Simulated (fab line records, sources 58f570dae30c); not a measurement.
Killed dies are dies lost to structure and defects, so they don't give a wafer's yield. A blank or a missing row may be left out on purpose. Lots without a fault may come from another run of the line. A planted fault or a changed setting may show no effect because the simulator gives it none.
A struck lot beside a sound one | flow berkeley_cmos170 | 17 steps out of a route of 331
Sound: wafers L190.2, L190.4, L190.5. Struck: wafers L196.3, L196.5. (L196.4 of the same lot was not struck and is left out.) The cause comes at the end.
At each step with rows: each side's tool, then ch and its chambers, then its first start. Under that, the readings that differ: sound wafers | struck wafers | difference of the means | sigmas: that difference in standard deviations of wafers without a fault.
alike: readings whose means differ by less than 2 such deviations, and words and numbers that are the same on both sides. not compared: withheld readings, readings that some wafer has no value for, bounds like >300 that may hide the same value, and numbers for which the record gives no deviation and whose values overlap.
The two part at a step that has a row with sigmas, a row that says differs or no value, or rows on one side only. Numbers that don't overlap but have no deviation are shown without sigmas and don't part them. A reading that every wafer of one side lacks parts them only if that side has two wafers or more.

UCB170_V2_CMP_02: polishes SiO2.
  sound on cmp-01 ch 0,3, day 9 23:14; struck on cmp-01 ch 3, day 11 02:52
  alike: motor_current_A
UCB170_V2_BOW_MEAS_03:
  sound on film_metro-02, day 9 23:31; struck on film_metro-02, day 11 03:09
  alike: V2_BOW
UCB170_V2_THK_MEAS_04:
  sound on film_metro-02, day 9 23:37; struck on film_metro-02, day 11 03:15
  alike: V2_POLISHED_THK
then, 7 steps without rows for these wafers: UCB170_V2_CLEAN_05 (cleans in DIW); UCB170_V2_HMDS_06 (prime time 60 s); UCB170_V2_COAT_07 (resist thk 900 nm); UCB170_V2_SOFTBAKE_08 (time 60 s); UCB170_V2_EXPOSE_09 (exposes mask VIA2, target cd 700 nm); UCB170_V2_PEB_10; UCB170_V2_DEVELOP_11 (develop time 45 s).
UCB170_V2_CD_MEAS_12: target cd 700 nm.
  sound on cd_sem-01, day 10 02:32; struck on cd_sem-02, day 11 04:32
  reading    | sound             | struck      | difference | sigmas
  cd_nm (nm) | 698.2 699.1 699.5 | 701.6 701.1 | +2.4       | +2
UCB170_V2_OVL_MEAS_13:
  sound on overlay-02, day 10 02:38; struck on overlay-02, day 11 04:37
  alike: V2_OVL
UCB170_V2_ETCH_14: etches SiO2 in CHF3/CF4/Ar, stops on Al, target depth 1250 nm, time 291 s.
  sound on rie_diel-04 ch 0,2, day 10 02:40; struck on rie_diel-01 ch 0, day 11 04:38
  reading                               | sound             | struck      | difference | sigmas
  model.KrF_of_V2_COAT_07.thk_nm (nm)   | 614.8 613.8 618.9 | 470.7 461.4 | -149.8     |
  model.V2.feature_depth_nm (nm)        | 998.8 999.4 999.6 | 1018 1017   | +18        |
  model.Al_of_M2_SPUTTER_01.thk_nm (nm) | 908.9 897.8 901.3 | 878.7 893.9 | -16.4      |
  alike: drypump_motor_current_A, oes_product_au, throttle_valve_pct
  not compared: rf_hours_counter_h
UCB170_V2_STRIP_15: strips in O2.
  sound on plasma_asher-03 ch 0,1, day 10 02:51; struck on plasma_asher-01 ch 0, day 11 04:51
  reading                      | sound             | struck      | difference | sigmas
  drypump_motor_current_A (A)  | 5.27 5.43 5.29    | 6.05 6.05   | +0.72      | +3
  oes_product_au (a.u.)        | 0.714 0.726 0.726 | 0.714 0.710 | -0.010     | -2
  strip_time_to_endpoint_s (s) | 15.42 15.40 15.53 | 12.02 11.80 | -3.54      | -29
  not compared: rf_hours_counter_h
UCB170_V2_CD_MEAS_90: target cd 700 nm.
  sound on cd_sem-02, day 10 02:58; struck on cd_sem-01, day 11 04:58
  reading    | sound             | struck      | difference | sigmas
  cd_nm (nm) | 697.4 697.9 699.3 | 707.0 706.3 | +8.5       | +6
then, 1 step without rows for these wafers: UCB170_M3_PRE_CLEAN_00 (preclean etch time 60 s).
UCB170_M3_PROBE_99:
  the record has rows for the struck wafers here (prober-01, day 11 08:14) and none for the sound ones

WHERE THEY PART
First at UCB170_V2_CD_MEAS_12; last, within this record, at UCB170_M3_PROBE_99.

WHY: what the simulator had put in
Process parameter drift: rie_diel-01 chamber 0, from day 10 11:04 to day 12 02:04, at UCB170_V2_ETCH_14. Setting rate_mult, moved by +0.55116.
